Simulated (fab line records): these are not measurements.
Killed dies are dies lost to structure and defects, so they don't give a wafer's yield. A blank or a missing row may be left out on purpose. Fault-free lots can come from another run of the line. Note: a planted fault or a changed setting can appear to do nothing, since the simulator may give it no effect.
What tool caused it? ; flow berkeleyCmos170 ; Sampling: 13 lots, 39 wafers, 4 of 331 route steps

WHAT THE GAUGES READ, wafer by wafer
UCB170_NWELL_THK_MEAS_02. Usual: NWELL_OXIDE_THK gives 26.5 nm (standard deviation 0.55).
lot;measured;on;NWELL_OXIDE_THK (nm);flag
L885;day 2 01:02;filmMetro-02;27.2 26.8 27.0;
L887;day 2 08:07;filmMetro-03;26.3 26.1 26.4;
L889;day 2 17:33;filmMetro-02;25.9 26.4 26.0;
L890;day 2 23:44;filmMetro-02;26.1 25.9 26.2;
L891;day 3 06:17;filmMetro-03;25.5 25.2 25.6;
L892;day 3 11:10;filmMetro-02;27.2 27.4 26.7;
L894;day 4 00:13;filmMetro-04;26.4 25.8 25.9;
L895;day 4 00:14;filmMetro-02;25.9 26.0 25.8;
L897;day 4 08:50;filmMetro-02;26.4 26.6 26.1;
L898;day 4 14:55;filmMetro-04;26.3 26.3 25.8;
L904;day 6 07:57;filmMetro-02;27.1 26.7 26.8;
L907;day 6 17:45;filmMetro-02;26.3 26.1 26.3;
L908;day 6 17:45;filmMetro-04;27.1 27.3 27.2;

UCB170_FIELD_THK_MEAS_91. Usual: FIELD_OXIDE_LEFT_2_THK gives 356 nm (standard deviation 13).
lot;measured;on;FIELD_OXIDE_LEFT_2_THK (nm);flag
L885;day 5 11:06;filmMetro-01;366 366 361;
L887;day 5 15:31;filmMetro-02;387 381 378;
L889;day 6 10:21;filmMetro-01;365 357 366;
L890;day 6 10:16;filmMetro-02;338 338 341;
L891;day 7 00:34;filmMetro-04;348 340 340;
L892;day 7 00:22;filmMetro-02;341 348 342;
L894;day 7 16:37;filmMetro-02;354 362 351;
L895;day 7 16:56;filmMetro-01;343 355 351;
L897;day 8 04:30;filmMetro-02;365 368 375;
L898;day 8 04:46;filmMetro-01;354 347 360;
L904;day 9 13:07;filmMetro-01;380 376 373;
L907;day 10 11:34;filmMetro-04;342 351 352;
L908;day 10 11:49;filmMetro-04;359 346 356;

WHAT TOOL EACH LOT RAN ON (gives the tool, then ch and the chambers of the sampled wafers, and finally the start)
lot;UCB170_PWELL_EXPOSE_10;UCB170_PFIELD_STRIP_08
L885;krfScanner-02 ch 0, day 3 00:48;plasmaAsher-04 ch 0,1, day 4 05:43
L887;krfScanner-01 ch 0, day 3 05:55;plasmaAsher-04 ch 0,1, day 4 09:44
L889;krfScanner-01 ch 0, day 3 22:08;plasmaAsher-04 ch 1, day 5 00:40
L890;krfScanner-01 ch 0, day 3 22:21;plasmaAsher-03 ch 0,1, day 5 00:23
L891;krfScanner-02 ch 0, day 4 03:49;plasmaAsher-02 ch 0,1, day 5 12:10
L892;krfScanner-02 ch 0, day 4 08:50;plasmaAsher-04 ch 0,1, day 5 12:14
L894;krfScanner-02 ch 0, day 4 23:57;plasmaAsher-04 ch 0,1, day 6 09:35
L895;krfScanner-01 ch 0, day 5 00:14;plasmaAsher-03 ch 0,1, day 6 09:52
L897;krfScanner-01 ch 0, day 5 07:37;plasmaAsher-04 ch 0,1, day 6 23:01
L898;krfScanner-01 ch 0, day 5 16:43;plasmaAsher-03 ch 0,1, day 6 23:32
L904;krfScanner-01 ch 0, day 7 06:38;plasmaAsher-04 ch 0,1, day 8 09:57
L907;krfScanner-02 ch 0, day 7 21:12;plasmaAsher-02 ch 0,1, day 9 07:34
L908;krfScanner-01 ch 0, day 7 21:26;plasmaAsher-04 ch 0,1, day 9 08:01
- UCB170_PWELL_EXPOSE_10: exposes mask PWELL, target cd 3000 nm.
- UCB170_PFIELD_STRIP_08: strips in O2.

AS READ BY THE TOOLS THEMSELVES (means over the sampled wafers that have a number; for cases with no such wafer, the mark the record gives instead)
UCB170_PWELL_EXPOSE_10. Usual: exposureDoseMJCm2 19.004, standard deviation 0.021.
lot;tool;exposureDoseMJCm2;flag
L885;krfScanner-02;18.999;
L887;krfScanner-01;19.023;
L889;krfScanner-01;19.001;
L890;krfScanner-01;19.004;
L891;krfScanner-02;19.006;
L892;krfScanner-02;19.011;
L894;krfScanner-02;18.993;
L895;krfScanner-01;18.990;
L897;krfScanner-01;18.986;
L898;krfScanner-01;18.991;
L904;krfScanner-01;19.003;
L907;krfScanner-02;18.999;
L908;krfScanner-01;18.985;

UCB170_PFIELD_STRIP_08. Usual: drypumpMotorCurrentA 5.6 A, standard deviation 0.5; oesProductAu 0.734 a.u., standard deviation 0.0046; stripTimeToEndpointS 21.63 s, standard deviation 0.059.
lot;tool;drypumpMotorCurrentA (A);oesProductAu (a.u.);stripTimeToEndpointS (s);flag
L885;plasmaAsher-04;5.6;0.736;21.68;
L887;plasmaAsher-04;5.6;0.731;21.60;
L889;plasmaAsher-04;6.2;0.732;21.55;
L890;plasmaAsher-03;5.4;0.734;21.63;
L891;plasmaAsher-02;5.7;0.735;21.69;
L892;plasmaAsher-04;5.9;0.730;21.63;
L894;plasmaAsher-04;5.6;0.734;21.65;
L895;plasmaAsher-03;5.4;0.732;21.61;
L897;plasmaAsher-04;5.9;0.732;21.73;
L898;plasmaAsher-03;5.4;0.736;21.59;
L904;plasmaAsher-04;5.9;0.731;21.61;
L907;plasmaAsher-02;5.3;0.737;21.57;
L908;plasmaAsher-04;5.6;0.738;21.56;

THE ANSWER, worked out from the rows above alone
Rule: lot off if the mean of its wafers having a number is beyond 3 standard deviations from the usual mean. A lot without any number at a reading at which 4 lots or more have one is off too. Any other lot the step has rows for is counted as sound. The gauges are gone through in route order, then the tools' own readings, and for those a lot's mean is taken as printed above. At the first step where some lot is off, the reading lying furthest off is the one used; lots without a number count as furthest.
No lot is off at any reading shown: from this, nothing can be told.

WHAT THE SIMULATOR HAD PUT IN
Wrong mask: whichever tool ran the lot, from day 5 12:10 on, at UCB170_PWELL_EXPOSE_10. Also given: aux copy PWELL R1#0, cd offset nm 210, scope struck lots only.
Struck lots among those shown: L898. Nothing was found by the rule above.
